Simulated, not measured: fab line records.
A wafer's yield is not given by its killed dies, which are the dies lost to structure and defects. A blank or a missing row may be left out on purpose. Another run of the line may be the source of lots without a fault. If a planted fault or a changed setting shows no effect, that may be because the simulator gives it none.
fab line records    flow berkeleyCmos170    part 1 of 2: steps 1 to 32 of 43
record: lots: 7  wafers: 21  lastDay: 11
route steps=331 shown M1@244 V1@254 M2@271 M3@331
lots with no fault: from the same line, run without faults
startH: start of the lot's first displayed wafer, in hours after the record's first day    waitH: hours elapsed since this lot's preceding step    " repeats the value in the row above    L1.1+2: a row that stands for several wafers    - no value present, or no start provided    * or withheld: withheld    < > ~ a bound
route shown NAME@n: a module of which the file shows steps, and the number in the route of the first    usual: mean and standard deviation over wafers with no fault    same: alike in all rows    chamber/n: place in a boat    sites: each site's reading    _std_site: standard deviation of those values    _edge_site: mean of outer sites minus mean of inner sites    radiusMm: how far each site lies from the wafer's centre    mask NAME#n: copy n    behind: the most recent tool/chamber to have shaped the wafer    hold: why the lot was held/for how many hours/how that ended    device: whichever transistor did not switch (one of n, p or np)    end of line: the route-end tests of the same wafers    a step given without rows: its recipe and nothing more    killed: dies lost to structure and defects at the first sort, not the wafer's yield    map: a wafer's dies, marking killed ones x, the rest . and places with no die _
set.NAME: the run value of the setting; set.NAME@STEP: its run value at that earlier step    model.NAME: the simulator's own value behind a step, which no gauge read
a table for each step, a row for each wafer; lots at some steps of the route
services: a tool's chamber out of use, with start hour (startH, from the record's first day; less than 0 if before it), hours out, and reason
== steps ==
step: UCB170_M1_EXPOSE_06
recipe: maskId: METAL1  targetCdNm: 700  na: 0.5  sigmaOuter: 0.6  sourceShape: conventional  doseMj: 21
step: UCB170_M1_PEB_07
recipe: pebTempC: 130  pebTimeS: withheld  resist: KrF
usual: plateSensorTCentreC: 131.41/0.0097  plateSensorTEdgeC: 131.53/0.011
lot.wafer  tool           chamber  startH  waitH  plateSensorTCentreC  plateSensorTEdgeC
L241.2     lithoTrack-04  0        159.10  0.2    131.41               131.51
L241.4     "              0        "       "      131.42               131.54
L241.6     "              0        "       "      131.42               131.54
L248.1     lithoTrack-01  0        185.29  0.5    131.42               131.53
L248.5     "              0        "       "      131.41               131.52
L248.6     "              0        "       "      131.41               131.52
L247.2     lithoTrack-01  0        186.04  0.5    131.42               131.51
L247.3     "              0        "       "      131.4                131.53
L247.4     "              0        "       "      131.41               131.53
L250.4     lithoTrack-03  0        196.19  0.3    131.41               131.54
L250.5     "              0        "       "      131.4                131.51
L250.6     "              0        "       "      131.41               131.53
L249.1     lithoTrack-01  0        199.52  0.1    131.42               131.56
L249.2     "              0        "       "      131.4                131.54
L249.6     "              0        "       "      131.39               131.54
L258.3     lithoTrack-01  0        235.81  0.1    131.41               131.54
L258.5     "              0        "       "      131.39               131.54
L258.6     "              0        "       "      131.41               131.54
L257.1     lithoTrack-04  0        236.81  0.1    131.41               131.53
L257.3     "              0        "       "      131.41               131.52
L257.5     "              0        "       "      131.4                131.52
step: UCB170_M1_DEVELOP_08
recipe: developer: TMAH  developTimeS: 45  resist: KrF  devTempC: 21
step: UCB170_M1_CD_MEAS_09
recipe: targetCdNm: 700
usual: cdNm: 700.0/1.2
lot.wafer  tool      chamber  startH  waitH  cdNm
L241.2     cdSem-02  -        159.37  -      699.0
L241.4     "         -        "       "      697.8
L241.6     "         -        "       "      700.1
L248.1     cdSem-01  -        185.57  -      700.7
L248.5     "         -        "       "      699.0
L248.6     "         -        "       "      700.7
L247.2     cdSem-01  -        186.31  -      700.3
L247.3     "         -        "       "      700.8
L247.4     "         -        "       "      702.0
L250.4     cdSem-01  -        196.45  -      698.7
L250.5     "         -        "       "      698.5
L250.6     "         -        "       "      697.7
L249.1     cdSem-02  -        199.79  -      700.4
L249.2     "         -        "       "      699.6
L249.6     "         -        "       "      700.3
L258.3     cdSem-01  -        236.07  -      701.1
L258.5     "         -        "       "      701.8
L258.6     "         -        "       "      700.9
L257.1     cdSem-01  -        237.09  -      698.6
L257.3     "         -        "       "      698.5
L257.5     "         -        "       "      698.0
step: UCB170_M1_OVL_MEAS_10
usual: M1_OVL: -2/5.6
lot.wafer  tool        chamber  startH  waitH  M1_OVL[nm]
L241.2     overlay-01  -        159.48  0.1    0
L241.4     "           -        "       "      4
L241.6     "           -        "       "      6
L248.1     overlay-02  -        185.69  0.1    9
L248.5     "           -        "       "      7
L248.6     "           -        "       "      9
L247.2     overlay-02  -        186.42  0.1    2
L247.3     "           -        "       "      -4
L247.4     "           -        "       "      -3
L250.4     overlay-02  -        196.52  0.1    4
L250.5     "           -        "       "      6
L250.6     "           -        "       "      10
L249.1     overlay-01  -        199.91  0.1    -7
L249.2     "           -        "       "      -6
L249.6     "           -        "       "      -7
L258.3     overlay-01  -        236.16  0.1    -1
L258.5     "           -        "       "      -7
L258.6     "           -        "       "      -5
L257.1     overlay-02  -        237.21  0.1    -7
L257.3     "           -        "       "      6
L257.5     "           -        "       "      -3
step: UCB170_M1_ETCH_11
recipe: chemistry: N2/H2  targetDepthA: withheld  overetchA: withheld  target: BARC  timeS: withheld  sourceW: 500  biasW: 100  pressureMtorr: 30.91  n2FlowSccm: 100  h2FlowSccm: 200
step: UCB170_M1_METAL_ETCH_12
recipe: chemistry: Cl2/BCl3  target: Al  stopOn: PSG  pressureMtorr: 12  targetDepthA: 7800  overEtchFrac: 0.3  timeS: 130  icpW: 600  biasW: 120  Cl2_flow_sccm: 90  bcl3FlowSccm: 45
step: UCB170_M1_STRIP_13
recipe: chemistry: O2  powerW: 400  pressureMtorr: 3500  platenTempC: withheld  o2FlowSccm: 400  overashFraction: 0.5
usual: drypumpMotorCurrentA: 5.82/0.15  oesProductAu: 0.720/0.0047
lot.wafer  tool            chamber  startH  waitH  drypumpMotorCurrentA  oesProductAu  rfHoursCounterH
L241.2     plasmaAsher-04  1        159.68  0.1    6.09                  0.730         46
L241.4     "               0        "       "      5.88                  0.721         -
L241.6     "               1        "       "      6.05                  0.720         -
L248.1     plasmaAsher-03  1        185.90  0.1    5.55                  0.716         43
L248.5     "               1        "       "      5.59                  0.717         -
L248.6     "               0        "       "      5.81                  0.726         -
L247.2     plasmaAsher-03  0        186.63  0.1    5.82                  0.721         43
L247.3     "               1        "       "      5.55                  0.718         -
L247.4     "               0        "       "      5.82                  0.719         -
L250.4     plasmaAsher-03  1        196.75  0.1    5.53                  0.715         -
L250.5     "               1        "       "      5.53                  0.724         -
L250.6     "               0        "       "      5.80                  0.723         -
L249.1     plasmaAsher-02  1        200.13  0.1    5.79                  0.722         51
L249.2     "               0        "       "      5.90                  0.718         51
L249.6     "               1        "       "      5.78                  0.725         -
L258.3     plasmaAsher-04  1        236.40  0.1    6.03                  0.724         -
L258.5     "               0        "       "      5.88                  0.715         -
L258.6     "               1        "       "      6.01                  0.716         -
L257.1     plasmaAsher-03  1        237.42  0.1    5.51                  0.719         50
L257.3     "               0        "       "      5.80                  0.719         -
L257.5     "               0        "       "      5.81                  0.717         -
step: UCB170_M1_CD_MEAS_90
recipe: targetCdNm: 700
usual: cdNm: 698.7/1.9
lot.wafer  tool      chamber  startH  waitH  cdNm
L241.2     cdSem-02  -        159.81  0.1    699.7
L241.4     "         -        "       "      695.2
L241.6     "         -        "       "      696.3
L248.1     cdSem-02  -        186.00  0.1    696.7
L248.5     "         -        "       "      697.1
L248.6     "         -        "       "      697.9
L247.2     cdSem-02  -        186.75  0.1    696.5
L247.3     "         -        "       "      698.9
L247.4     "         -        "       "      698.5
L250.4     cdSem-02  -        196.88  0.1    698.2
L250.5     "         -        "       "      698.0
L250.6     "         -        "       "      695.9
L249.1     cdSem-02  -        200.23  0.1    703.0
L249.2     "         -        "       "      701.1
L249.6     "         -        "       "      701.3
L258.3     cdSem-01  -        236.50  0.1    701.3
L258.5     "         -        "       "      701.8
L258.6     "         -        "       "      700.7
L257.1     cdSem-01  -        237.52  0.1    696.9
L257.3     "         -        "       "      699.2
L257.5     "         -        "       "      698.3
step: UCB170_M1_ANNEAL_14
recipe: tempC: 400  timeS: 1200  ambient: formingGas
step: UCB170_V1_CVD_00
recipe: material: SiO2  targetThkNm: 2000  tempC: 390  precursor: TEOS/O2  timeS: 250  rfW: 550  pressureMtorr: 9000
step: UCB170_V1_THK_MEAS_01
recipe: reads: SiO2_of_V1_CVD_00
usual: V1_TEOS_THK: 1999/28
lot.wafer  tool          chamber  startH  waitH  V1_TEOS_THK[nm]
L241.2     filmMetro-02  -        164.69  0.1    1967
L241.4     "             -        "       "      1998
L241.6     "             -        "       "      2031
L248.1     filmMetro-03  -        189.97  0.1    1983
L248.5     "             -        "       "      1984
L248.6     "             -        "       "      2009
L247.2     filmMetro-04  -        189.98  0.1    2020
L247.3     "             -        "       "      1984
L247.4     "             -        "       "      2038
L250.4     filmMetro-04  -        200.56  0.0    2040
L250.5     "             -        "       "      2054
L250.6     "             -        "       "      2019
L249.1     filmMetro-03  -        204.45  0.1    1962
L249.2     "             -        "       "      1936
L249.6     "             -        "       "      1993
L258.3     filmMetro-03  -        241.73  0.1    2004
L258.5     "             -        "       "      2010
L258.6     "             -        "       "      2038
L257.1     filmMetro-03  -        241.86  0.1    2001
L257.3     "             -        "       "      1994
L257.5     "             -        "       "      2000
step: UCB170_V1_CMP_02
recipe: material: SiO2  downForcePsi: 6  platenRpm: 60  padVelocityMS: 0.75398
usual: motorCurrentA: 16.2/1.1  retainingRingPressureFrac: 1.000/0.0052  slurryFlowMlMin: 150.0/0.51
lot.wafer  tool    chamber  startH  waitH  motorCurrentA  retainingRingPressureFrac  slurryFlowMlMin
L241.4     cmp-01  2        164.74  0.0    15.6           0.992                      149.0
L241.2     "       1        "       "      15.4           1.003                      150.5
L241.6     "       3        "       "      15.8           1.015                      149.4
L248.1     cmp-01  2        190.03  0.1    16.4           0.993                      151.0
L248.6     "       2        "       "      18.1           0.996                      150.5
L248.5     "       3        "       "      15.0           0.997                      149.8
L247.4     cmp-01  2        190.33  0.3    16.6           0.997                      149.7
L247.2     "       0        "       "      16.6           0.999                      149.8
L247.3     "       1        "       "      15.5           1.002                      149.4
L250.4     cmp-02  0        200.59  0.0    17.0           0.998                      149.9
L250.6     "       0        "       "      17.2           0.995                      150.8
L250.5     "       1        "       "      17.6           1.005                      150.2
L249.2     cmp-01  2        204.51  0.0    16.8           0.998                      150.1
L249.1     "       1        "       "      15.6           0.999                      150.6
L249.6     "       3        "       "      15.6           1.004                      150.5
L258.3     cmp-02  2        242.07  0.3    15.3           0.997                      149.8
L258.5     "       2        "       "      15.1           1.003                      149.9
L258.6     "       3        "       "      14.1           0.999                      150.4
L257.1     cmp-02  1        242.72  0.8    18.4           1.002                      151.0
L257.3     "       2        "       "      14.9           1.002                      150.2
L257.5     "       0        "       "      16.6           0.992                      149.8
step: UCB170_V1_BOW_MEAS_03
recipe: mode: bow
usual: V1_BOW: 17/7
lot.wafer  tool          chamber  startH  waitH  V1_BOW[um]
L241.2     filmMetro-02  -        165.06  0.1    33
L241.4     "             -        "       "      11
L241.6     "             -        "       "      17
L248.1     filmMetro-04  -        190.33  0.2    24
L248.5     "             -        "       "      24
L248.6     "             -        "       "      10
L247.2     filmMetro-02  -        190.65  0.2    16
L247.3     "             -        "       "      10
L247.4     "             -        "       "      1
L250.4     filmMetro-02  -        200.95  0.3    4
L250.5     "             -        "       "      10
L250.6     "             -        "       "      27
L249.1     filmMetro-02  -        204.81  0.1    21
L249.2     "             -        "       "      15
L249.6     "             -        "       "      29
L258.3     filmMetro-04  -        242.41  0.3    15
L258.5     "             -        "       "      17
L258.6     "             -        "       "      13
L257.1     filmMetro-02  -        242.97  0.2    22
L257.3     "             -        "       "      12
L257.5     "             -        "       "      29
step: UCB170_V1_THK_MEAS_04
recipe: reads: SiO2_of_V1_CVD_00
usual: V1_POLISHED_THK: 1000.2/1.4
lot.wafer  tool          chamber  startH  waitH  V1_POLISHED_THK[nm]
L241.2     filmMetro-02  -        165.17  0.1    1000.3
L241.4     "             -        "       "      999.5
L241.6     "             -        "       "      999.6
L248.1     filmMetro-04  -        190.45  0.1    998.7
L248.5     "             -        "       "      1000.3
L248.6     "             -        "       "      998.2
L247.2     filmMetro-02  -        190.76  0.1    999.6
L247.3     "             -        "       "      1002.2
L247.4     "             -        "       "      1000.2
L250.4     filmMetro-02  -        201.04  0.1    998.4
L250.5     "             -        "       "      1001.0
L250.6     "             -        "       "      1001.5
L249.1     filmMetro-02  -        204.93  0.1    1003.7
L249.2     "             -        "       "      1000.8
L249.6     "             -        "       "      1001.1
L258.3     filmMetro-04  -        242.51  0.1    1000.6
L258.5     "             -        "       "      1000.8
L258.6     "             -        "       "      998.7
L257.1     filmMetro-02  -        243.09  0.1    1001.5
L257.3     "             -        "       "      1003.5
L257.5     "             -        "       "      1001.3
step: UCB170_V1_CLEAN_05
recipe: chemistry: DIW
step: UCB170_V1_HMDS_06
recipe: primeTimeS: 60  primeTempC: 100
step: UCB170_V1_COAT_07
recipe: resist: KrF  spinRpm: 1500  resistThkNm: 900
step: UCB170_V1_SOFTBAKE_08
recipe: resist: KrF  tempC: 130  timeS: 60
step: UCB170_V1_EXPOSE_09
recipe: maskId: VIA1  targetCdNm: 700  na: 0.5  sigmaOuter: 0.6  sourceShape: conventional  doseMj: 37
step: UCB170_V1_PEB_10
recipe: pebTempC: 130  pebTimeS: withheld  resist: KrF
step: UCB170_V1_DEVELOP_11
recipe: developer: TMAH  developTimeS: 45  resist: KrF  devTempC: 21
step: UCB170_V1_CD_MEAS_12
recipe: targetCdNm: 700
usual: cdNm: 700.1/1.4
lot.wafer  tool      chamber  startH  waitH  cdNm
L241.2     cdSem-02  -        166.50  -      701.4
L241.4     "         -        "       "      701.0
L241.6     "         -        "       "      700.3
L248.1     cdSem-01  -        194.73  -      701.5
L248.5     "         -        "       "      702.7
L248.6     "         -        "       "      702.9
L247.2     cdSem-01  -        194.90  -      699.6
L247.3     "         -        "       "      699.2
L247.4     "         -        "       "      698.0
L250.4     cdSem-01  -        202.54  -      698.4
L250.5     "         -        "       "      697.3
L250.6     "         -        "       "      697.4
L249.1     cdSem-02  -        208.40  -      700.5
L249.2     "         -        "       "      698.3
L249.6     "         -        "       "      699.5
L258.3     cdSem-01  -        243.91  -      700.2
L258.5     "         -        "       "      698.7
L258.6     "         -        "       "      698.3
L257.1     cdSem-02  -        244.44  -      701.1
L257.3     "         -        "       "      700.1
L257.5     "         -        "       "      701.5
step: UCB170_V1_OVL_MEAS_13
usual: V1_OVL: 2/5.4
lot.wafer  tool        chamber  startH  waitH  V1_OVL[nm]
L241.2     overlay-01  -        166.61  0.1    4
L241.4     "           -        "       "      13
L241.6     "           -        "       "      6
L248.1     overlay-01  -        194.85  0.1    2
L248.5     "           -        "       "      2
L248.6     "           -        "       "      2
L247.2     overlay-02  -        195.01  0.1    -1
L247.3     "           -        "       "      -3
L247.4     "           -        "       "      5
L250.4     overlay-02  -        202.62  0.1    0
L250.5     "           -        "       "      8
L250.6     "           -        "       "      -5
L249.1     overlay-01  -        208.52  0.1    -2
L249.2     "           -        "       "      4
L249.6     "           -        "       "      8
L258.3     overlay-02  -        244.00  0.1    -1
L258.5     "           -        "       "      -8
L258.6     "           -        "       "      1
L257.1     overlay-02  -        244.56  0.1    -7
L257.3     "           -        "       "      -11
L257.5     "           -        "       "      -12
step: UCB170_V1_ETCH_14
recipe: chemistry: CHF3/CF4/Ar  target: SiO2  stopOn: Al  CHF3_flow_sccm: 45  cf4FlowSccm: 15  Ar_flow_sccm: 150  pressureMtorr: 200  rfW: 700  targetDepthA: 12500  overEtchFrac: 0.25  timeS: 301.1
usual: CHF3_flow_sccm: 44.99/0.14  drypumpMotorCurrentA: 5.9/0.5  oesProductAu: 0.870/0.015  throttleValvePct: 6.92/0.089
lot.wafer  tool        chamber  startH  waitH  CHF3_flow_sccm  drypumpMotorCurrentA  oesProductAu  rfHoursCounterH  throttleValvePct
L241.2     rieDiel-04  3        166.64  0.0    45.03           5.7                   0.900         135              6.86
L241.4     "           2        "       "      45.21           5.7                   0.852         154              6.79
L241.6     "           3        "       "      44.95           5.7                   0.890         -                6.87
L248.1     rieDiel-02  3        194.88  0.0    45.09           6.0                   0.879         75               7.05
L248.5     "           2        "       "      44.91           6.5                   0.875         -                6.97
L248.6     "           1        "       "      44.95           5.9                   0.860         -                6.88
L247.2     rieDiel-01  2        195.04  0.0    45.00           6.7                   0.883         96               6.96
L247.3     "           3        "       "      44.75           5.8                   0.854         47               6.93
L247.4     "           1        "       "      44.80           5.6                   0.862         112              6.91
L250.4     rieDiel-04  0        202.63  0.0    45.16           6.4                   0.864         9                6.85
L250.5     "           2        "       "      45.17           5.8                   0.856         -                6.78
L250.6     "           3        "       "      45.01           5.7                   0.906         -                6.88
L249.1     rieDiel-02  1        208.56  0.0    44.89           5.9                   0.863         79               6.88
L249.2     "           2        "       "      45.01           6.5                   0.871         109              6.98
L249.6     "           3        "       "      44.79           6.0                   0.886         -                7.06
L258.3     rieDiel-04  0        244.03  0.0    44.92           6.4                   0.869         11               6.86
L258.5     "           3        "       "      45.23           5.7                   0.899         -                6.86
L258.6     "           0        "       "      45.08           6.4                   0.883         -                6.85
L257.1     rieDiel-01  2        244.59  0.0    45.08           6.7                   0.883         98               6.98
L257.3     "           3        "       "      45.12           5.8                   0.869         48               6.92
L257.5     "           3        "       "      45.03           5.7                   0.853         -                6.93
step: UCB170_V1_STRIP_15
recipe: chemistry: O2  powerW: 400  pressureMtorr: 3500  platenTempC: withheld  o2FlowSccm: 400  overashFraction: 0.5
usual: drypumpMotorCurrentA: 5.7/0.35  oesProductAu: 0.722/0.0046  stripTimeToEndpointS: 15.11/0.12
lot.wafer  tool            chamber  startH  waitH  drypumpMotorCurrentA  oesProductAu  rfHoursCounterH  stripTimeToEndpointS
L241.2     plasmaAsher-02  0        166.82  0.1    5.9                   0.723         48               15.18
L241.4     "               0        "       "      5.9                   0.717         -                14.99
L241.6     "               0        "       "      5.9                   0.716         -                15.31
L248.1     plasmaAsher-04  0        195.06  0.1    5.9                   0.722         50               15.26
L248.5     "               0        "       "      5.9                   0.723         -                14.99
L248.6     "               1        "       "      6.0                   0.724         -                15.20
L247.2     plasmaAsher-02  1        195.21  0.1    5.8                   0.729         51               14.95
L247.3     "               0        "       "      5.9                   0.723         -                15.06
L247.4     "               1        "       "      5.8                   0.726         -                15.08
L250.4     plasmaAsher-02  1        202.85  0.1    5.8                   0.721         -                14.86
L250.5     "               1        "       "      5.7                   0.724         -                14.96
L250.6     "               0        "       "      5.9                   0.716         -                15.10
L249.1     plasmaAsher-01  0        208.74  0.1    5.1                   0.720         7                15.04
L249.2     "               1        "       "      5.6                   0.715         7                15.11
L249.6     "               0        "       "      5.0                   0.727         -                15.19
L258.3     plasmaAsher-04  0        244.24  0.1    5.9                   0.719         -                14.92
L258.5     "               1        "       "      6.1                   0.723         -                15.27
L258.6     "               0        "       "      5.9                   0.721         -                14.90
L257.1     plasmaAsher-04  1        244.77  0.1    6.0                   0.724         56               15.09
L257.3     "               1        "       "      6.1                   0.718         -                15.31
L257.5     "               0        "       "      5.9                   0.726         -                15.28
step: UCB170_V1_CD_MEAS_90
recipe: targetCdNm: 700
usual: cdNm: 700.2/1.6
lot.wafer  tool      chamber  startH  waitH  cdNm
L241.2     cdSem-02  -        166.94  0.1    701.7
L241.4     "         -        "       "      702.2
L241.6     "         -        "       "      700.4
L248.1     cdSem-02  -        195.21  0.1    701.0
L248.5     "         -        "       "      704.2
L248.6     "         -        "       "      702.3
L247.2     cdSem-01  -        195.33  0.1    700.3
L247.3     "         -        "       "      698.8
L247.4     "         -        "       "      697.8
L250.4     cdSem-02  -        202.97  0.1    699.1
L250.5     "         -        "       "      697.8
L250.6     "         -        "       "      697.0
L249.1     cdSem-02  -        208.84  0.1    700.0
L249.2     "         -        "       "      700.0
L249.6     "         -        "       "      699.6
L258.3     cdSem-01  -        244.35  0.1    701.3
L258.5     "         -        "       "      698.4
L258.6     "         -        "       "      700.0
L257.1     cdSem-02  -        244.87  0.1    701.9
L257.3     "         -        "       "      700.2
L257.5     "         -        "       "      701.3
step: UCB170_M2_PRE_CLEAN_00
recipe: gas: Ar  precleanEtchTimeS: 60
step: UCB170_M2_SPUTTER_01
recipe: material: Al  targetThkNm: 900  timeS: 120  powerW: 6000  chamberPressurePa: 0.5
usual: chamberPressurePa: 0.5001/0.001  throttleValvePct: 29.9/0.93
lot.wafer  tool           chamber  startH  waitH  chamberPressurePa  throttleValvePct
L241.2     pvdSputter-04  -        167.10  0.0    0.4999             28.7
L241.4     "              -        "       "      0.5015             28.8
L241.6     "              -        "       "      0.5006             28.8
L248.1     pvdSputter-04  -        195.40  0.0    0.4996             30.6
L248.5     "              -        "       "      0.4987             29.7
L248.6     "              -        "       "      0.5001             28.8
L247.2     pvdSputter-02  -        195.50  0.0    0.4994             30.4
L247.3     "              -        "       "      0.4989             30.0
L247.4     "              -        "       "      0.5011             31.7
L250.4     pvdSputter-03  -        203.10  0.0    0.4980             31.1
L250.5     "              -        "       "      0.4995             31.2
L250.6     "              -        "       "      0.5004             28.3
L249.1     pvdSputter-02  -        209.02  0.0    0.5003             30.0
L249.2     "              -        "       "      0.5008             31.5
L249.6     "              -        "       "      0.5006             29.9
L258.3     pvdSputter-02  -        244.49  0.0    0.5010             31.7
L258.5     "              -        "       "      0.5007             31.5
L258.6     "              -        "       "      0.5005             30.1
L257.1     pvdSputter-02  -        245.06  0.0    0.4988             30.0
L257.3     "              -        "       "      0.5006             31.4
L257.5     "              -        "       "      0.5002             31.3
step: UCB170_M2_RS_MEAS_02
recipe: thkMeasGauge: four-point-probe  reads: Al_of_M2_SPUTTER_01
usual: M2_AL_RS: 0.0320/0.0003
lot.wafer  tool          chamber  startH  waitH  M2_AL_RS[ohm/sq]
L241.2     filmMetro-01  -        167.21  0.1    0.0320
L241.4     "             -        "       "      0.0324
L241.6     "             -        "       "      0.0321
L248.1     filmMetro-03  -        195.48  0.0    0.0321
L248.5     "             -        "       "      0.0322
L248.6     "             -        "       "      0.0318
L247.2     filmMetro-04  -        195.60  0.1    0.0316
L247.3     "             -        "       "      0.0318
L247.4     "             -        "       "      0.0316
L250.4     filmMetro-04  -        203.24  0.1    0.0318
L250.5     "             -        "       "      0.0321
L250.6     "             -        "       "      0.0321
L249.1     filmMetro-01  -        209.11  0.0    0.0318
L249.2     "             -        "       "      0.0321
L249.6     "             -        "       "      0.0318
L258.3     filmMetro-01  -        244.62  0.1    0.0324
L258.5     "             -        "       "      0.0323
L258.6     "             -        "       "      0.0324
L257.1     filmMetro-04  -        245.14  0.0    0.0317
L257.3     "             -        "       "      0.0322
L257.5     "             -        "       "      0.0322
step: UCB170_M2_THK_MEAS_03
recipe: thkMeasGauge: xrf  reads: Al_of_M2_SPUTTER_01
usual: M2_AL_THK: 916/9.1
lot.wafer  tool          chamber  startH  waitH  M2_AL_THK[nm]
L241.2     filmMetro-01  -        167.32  0.1    923
L241.4     "             -        "       "      904
L241.6     "             -        "       "      919
L248.1     filmMetro-03  -        195.60  0.1    920
L248.5     "             -        "       "      912
L248.6     "             -        "       "      926
L247.2     filmMetro-04  -        195.71  0.1    926
L247.3     "             -        "       "      922
L247.4     "             -        "       "      918
L250.4     filmMetro-04  -        203.33  0.1    923
L250.5     "             -        "       "      907
L250.6     "             -        "       "      917
L249.1     filmMetro-01  -        209.23  0.1    928
L249.2     "             -        "       "      909
L249.6     "             -        "       "      924
L258.3     filmMetro-01  -        244.72  0.1    907
L258.5     "             -        "       "      907
L258.6     "             -        "       "      902
L257.1     filmMetro-04  -        245.26  0.1    919
L257.3     "             -        "       "      910
L257.5     "             -        "       "      908
step: UCB170_M2_HMDS_04
recipe: primeTimeS: 60  primeTempC: 100
